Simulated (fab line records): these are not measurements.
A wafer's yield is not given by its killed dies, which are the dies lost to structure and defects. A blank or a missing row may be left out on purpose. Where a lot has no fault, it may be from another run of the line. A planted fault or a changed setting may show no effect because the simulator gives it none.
Which of the tools did it?	flow ritCmos	13 lots with 39 wafers sampled at 3 steps, on a route of 202 steps

WHAT THE GAUGES READ, wafer by wafer
RIT_PWELL_OVL_MEAS_06. Usual: PWELL_OVL typically reads 1.1 nm, with standard deviation 1.6.
lot	measured	on	PWELL_OVL (nm)	flag
L683	day 2 03:07	overlay-02	1.4 0.1 -0.9	
L685	day 2 14:17	overlay-02	-2.5 -2.3 -1.5	
L688	day 3 04:05	overlay-01	- - -	OFF
L689	day 3 09:42	overlay-01	1.1 0.9 1.5	
L692	day 3 23:56	overlay-02	0.4 1.5 1.5	
L696	day 4 21:30	overlay-02	3.6 3.5 3.9	
L698	day 5 05:56	overlay-02	3.0 3.3 2.8	
L699	day 5 11:25	overlay-01	2.2 2.4 3.1	
L700	day 5 16:43	overlay-02	-0.2 -0.2 -1.1	
L701	day 5 21:31	overlay-01	-1.9 -1.4 -0.2	
L703	day 6 07:04	overlay-02	0.3 1.2 0.4	
L704	day 6 12:34	overlay-01	4.3 2.5 4.5	
L705	day 6 17:05	overlay-01	-0.5 -0.4 -0.3	

RIT_PWELL_TW_MEAS_10. Usual: PWELL_TW typically reads 949, with standard deviation 6.
lot	measured	on	PWELL_TW	flag
L683	day 2 03:44	filmMetro-03	959 956 955	
L685	day 2 14:53	filmMetro-01	941 955 945	
L688	day 3 04:44	filmMetro-03	30 30 30	OFF
L689	day 3 10:20	filmMetro-04	950 958 952	
L692	day 4 00:32	filmMetro-04	953 951 949	
L696	day 4 22:07	filmMetro-03	954 953 953	
L698	day 5 06:40	filmMetro-01	946 955 947	
L699	day 5 12:02	filmMetro-04	951 948 956	
L700	day 5 17:20	filmMetro-03	951 955 952	
L701	day 5 22:07	filmMetro-01	950 953 947	
L703	day 6 07:41	filmMetro-01	945 943 947	
L704	day 6 13:11	filmMetro-01	946 945 947	
L705	day 6 17:42	filmMetro-04	957 959 956	

WHAT TOOL EACH LOT RAN ON (gives the tool, then ch and the chambers of the sampled wafers, and finally the start)
lot	RIT_PWELL_EXPOSE_03
L683	ilineStepper-01 ch 0, day 2 02:43
L685	ilineStepper-01 ch 0, day 2 13:52
L688	ilineStepper-01 ch 0, day 3 03:40
L689	ilineStepper-02 ch 0, day 3 09:19
L692	ilineStepper-01 ch 0, day 3 23:30
L696	ilineStepper-02 ch 0, day 4 21:04
L698	ilineStepper-01 ch 0, day 5 05:32
L699	ilineStepper-02 ch 0, day 5 10:51
L700	ilineStepper-01 ch 0, day 5 16:18
L701	ilineStepper-01 ch 0, day 5 21:04
L703	ilineStepper-01 ch 0, day 6 06:35
L704	ilineStepper-02 ch 0, day 6 12:08
L705	ilineStepper-01 ch 0, day 6 16:40
- RIT_PWELL_EXPOSE_03: exposes mask M3, target cd 43700 nm.

WHAT THE TOOLS THEMSELVES READ (means of the sampled wafers that have a number; where no wafer has one, the mark that the record gives instead)
RIT_PWELL_EXPOSE_03. Usual: focusOffsetNm -0.1 nm, standard deviation 0.55.
lot	tool	focusOffsetNm (nm)	flag
L683	ilineStepper-01	0.2	
L685	ilineStepper-01	-0.5	
L688	ilineStepper-01	0.5	
L689	ilineStepper-02	0.5	
L692	ilineStepper-01	-0.5	
L696	ilineStepper-02	-0.4	
L698	ilineStepper-01	-1.2	
L699	ilineStepper-02	-0.2	
L700	ilineStepper-01	0.2	
L701	ilineStepper-01	0.1	
L703	ilineStepper-01	0.5	
L704	ilineStepper-02	-0.1	
L705	ilineStepper-01	0.5	

THE ANSWER, worked out from the rows above alone
Rule: take the mean of a lot's wafers that have a number; if it is more than 3 standard deviations from the usual mean, the lot is off. Also off: a lot with no number at a reading for which 4 or more lots have one. The other lots that the step has rows for count as sound. First the gauges in route order, then the tools' own readings, where a lot's mean is used as printed above. At the first step where some lot is off, the reading lying furthest off is the one used; lots without a number count as furthest.
Off: at RIT_PWELL_OVL_MEAS_06 (PWELL_OVL), L688. Without a number there: L688.
If a tool, at a process step before that reading, ran all the lots that are off and no sound lot after the first of them, it fits. The gauges at RIT_PWELL_OVL_MEAS_06 aren't tried: what is off there is off at RIT_PWELL_TW_MEAS_10 too, on other tools, and a gauge's error can't cause that. None of those tried fits.

WHAT THE SIMULATOR HAD INSERTED
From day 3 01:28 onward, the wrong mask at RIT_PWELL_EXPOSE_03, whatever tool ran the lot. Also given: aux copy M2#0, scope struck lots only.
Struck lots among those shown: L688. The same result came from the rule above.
